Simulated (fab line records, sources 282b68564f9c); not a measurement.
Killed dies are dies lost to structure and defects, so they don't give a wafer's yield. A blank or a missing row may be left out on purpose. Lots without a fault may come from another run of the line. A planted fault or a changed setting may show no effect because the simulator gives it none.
A struck lot beside a sound one | flow rit_cmos | 27 steps out of a route of 202
Sound: wafers L159.2, L159.3, L159.4. Struck: wafers L163.2, L163.4, L163.6. The cause comes at the end.
At each step with rows: each side's tool, then ch and its chambers, then its first start. Under that, the readings that differ: sound wafers | struck wafers | difference of the means | sigmas: that difference in standard deviations of wafers without a fault.
alike: readings whose means differ by less than 2 such deviations, and words and numbers that are the same on both sides. not compared: withheld readings, readings that some wafer has no value for, bounds like >300 that may hide the same value, and numbers for which the record gives no deviation and whose values overlap.
The two part at a step that has a row with sigmas, a row that says differs or no value, or rows on one side only. Numbers that don't overlap but have no deviation are shown without sigmas and don't part them. A reading that every wafer of one side lacks parts them only if that side has two wafers or more.

RIT_SDANNEAL_RTA_03: time 5 s.
  sound on rtp_anneal-02 ch 0, day 4 08:37; struck on rtp_anneal-02 ch 0, day 5 03:00
  alike: wafer_temp_C_max
RIT_SDANNEAL_RS_MEAS_04: measures by four-point-probe.
  sound on film_metro-03, day 4 08:44; struck on film_metro-03, day 5 03:04
  alike: PSD_RS
RIT_SDANNEAL_RS_MEAS_05: measures by four-point-probe.
  sound on film_metro-03, day 4 08:51; struck on film_metro-03, day 5 03:11
  reading         | sound          | struck         | difference | sigmas
  NSD_RS (ohm/sq) | 83.7 83.8 83.6 | 84.6 84.8 84.5 | +0.9       | +3
RIT_SDANNEAL_RS_MEAS_06: measures by four-point-probe.
  sound on film_metro-03, day 4 08:58; struck on film_metro-03, day 5 03:19
  alike: PLDD_RS
RIT_SDANNEAL_RS_MEAS_07: measures by four-point-probe.
  sound on film_metro-03, day 4 09:05; struck on film_metro-03, day 5 03:26
  alike: NLDD_RS
then, 1 step without rows for these wafers: RIT_SILICIDE_WET_ETCH_00 (etches SiO2 in BOE, target depth 14 nm, time 15 s).
RIT_SILICIDE_SPUTTER_01: material Ti, target thk 30 nm, time 240 s.
  sound on pvd_sputter-03, day 4 09:12; struck on pvd_sputter-03, day 5 03:32
  alike: throttle_valve_pct
RIT_SILICIDE_RS_MEAS_02: measures by four-point-probe.
  sound on film_metro-01, day 4 09:22; struck on film_metro-01, day 5 03:43
  alike: SILICIDE_TI_RS
RIT_SILICIDE_THK_MEAS_03: measures by xrf.
  sound on film_metro-01, day 4 09:29; struck on film_metro-01, day 5 03:49
  alike: SILICIDE_TI_THK
RIT_SILICIDE_RTA_04: time 10 s, ramp up 5 s, ramp down 5 s.
  sound on rtp_anneal-02 ch 0, day 4 09:32; struck on rtp_anneal-01 ch 0, day 5 03:53
  alike: wafer_temp_C_max
then, 1 step without rows for these wafers: RIT_SILICIDE_WET_ETCH_05 (etches Ti in SPM, time 120 s).
RIT_SILICIDE_RTA_06: time 10 s, ramp up 5 s, ramp down 10 s.
  sound on rtp_anneal-01 ch 0, day 4 09:39; struck on rtp_anneal-02 ch 0, day 5 03:59
  alike: wafer_temp_C_max
RIT_CONTACT_CVD_00: deposits SiO2 from TEOS, target thk 400 nm, time 61 s.
  sound on pecvd-01 ch 0,2, day 4 09:42; struck on pecvd-02 ch 0,1,2, day 5 04:03
  no value came back on the struck wafers for heater_power_w (W), rf_fwd_power_W (W), susceptor_temp_C (C); on the sound wafers heater_power_w (W) reads 293 333 343
then, 6 steps without rows for these wafers: RIT_CONTACT_HMDS_02 (prime time 60 s); RIT_CONTACT_COAT_03 (resist thk 1000 nm); RIT_CONTACT_SOFTBAKE_04 (time 60 s); RIT_CONTACT_EXPOSE_05 (exposes mask M11, target cd 1000 nm); RIT_CONTACT_PEB_06; RIT_CONTACT_DEVELOP_07 (develop time 120 s).
RIT_CONTACT_CD_MEAS_08: target cd 1000 nm.
  sound on cd_sem-01, day 4 10:56; struck on cd_sem-02, day 5 05:20
  alike: cd_nm
RIT_CONTACT_OVL_MEAS_09:
  sound on overlay-02, day 4 11:02; struck on overlay-01, day 5 05:26
  alike: CONTACT_OVL
then, 1 step without rows for these wafers: RIT_CONTACT_HARDBAKE_10 (time 60 s).
RIT_CONTACT_ETCH_11: etches SiO2 in CHF3/CF4/Ar, stops on TiSi2, target depth 480 nm, time 315.2 s.
  sound on rie_diel-03 ch 0,2,3, day 4 11:13; struck on rie_diel-04 ch 0,1,3, day 5 05:37
  reading                             | sound             | struck            | difference | sigmas
  oes_product_au (a.u.)               | 1.005 0.987 1.005 | 0.929 0.961 0.942 | -0.055     | -4
  model.etch.depth_nm (nm)            | 400.4 399.8 404.7 | 0 0 0             | -402       |
  model.CONTACT.feature_depth_nm (nm) | 400.4 399.8 404.7 | 1e-09 1e-09 1e-09 | -4e+02     |
  alike: drypump_motor_current_A, rf_fwd_power_W, throttle_valve_pct
  not compared: rf_hours_counter_h
RIT_CONTACT_STRIP_12: strips in O2, time 180 s.
  sound on plasma_asher-03 ch 0,1, day 4 11:25; struck on plasma_asher-01 ch 0,1, day 5 05:49
  alike: drypump_motor_current_A
  not compared: rf_hours_counter_h
RIT_CONTACT_CD_MEAS_90: target cd 1000 nm.
  sound on cd_sem-01, day 4 11:36; struck on cd_sem-01, day 5 06:00
  reading    | sound               | struck | difference                    | sigmas
  cd_nm (nm) | 1000.5 1000.5 998.9 | - - -  | no value on the struck wafers |
then, 1 step without rows for these wafers: RIT_CONTACT_CLEAN_13 (cleans in SC1, time 600 s).
RIT_M1_PROBE_99:
  sound on prober-01, day 4 16:16; struck on prober-02, day 5 11:01
  reading            | sound | struck      | difference | sigmas
  killed_at_contacts | 0 0 0 | 263 263 263 | +263       | +99 or more
  killed_dies        | 8 3 4 | 264 264 264 | +259       | +89
  killed_on_rim      | 1 0 0 | 70 70 70    | +70        | +50
  alike: killed_at_front_end, killed_open, killed_short

WHERE THEY PART
First at RIT_SDANNEAL_RS_MEAS_05; last, within this record, at RIT_M1_PROBE_99.

WHY: what the simulator had put in
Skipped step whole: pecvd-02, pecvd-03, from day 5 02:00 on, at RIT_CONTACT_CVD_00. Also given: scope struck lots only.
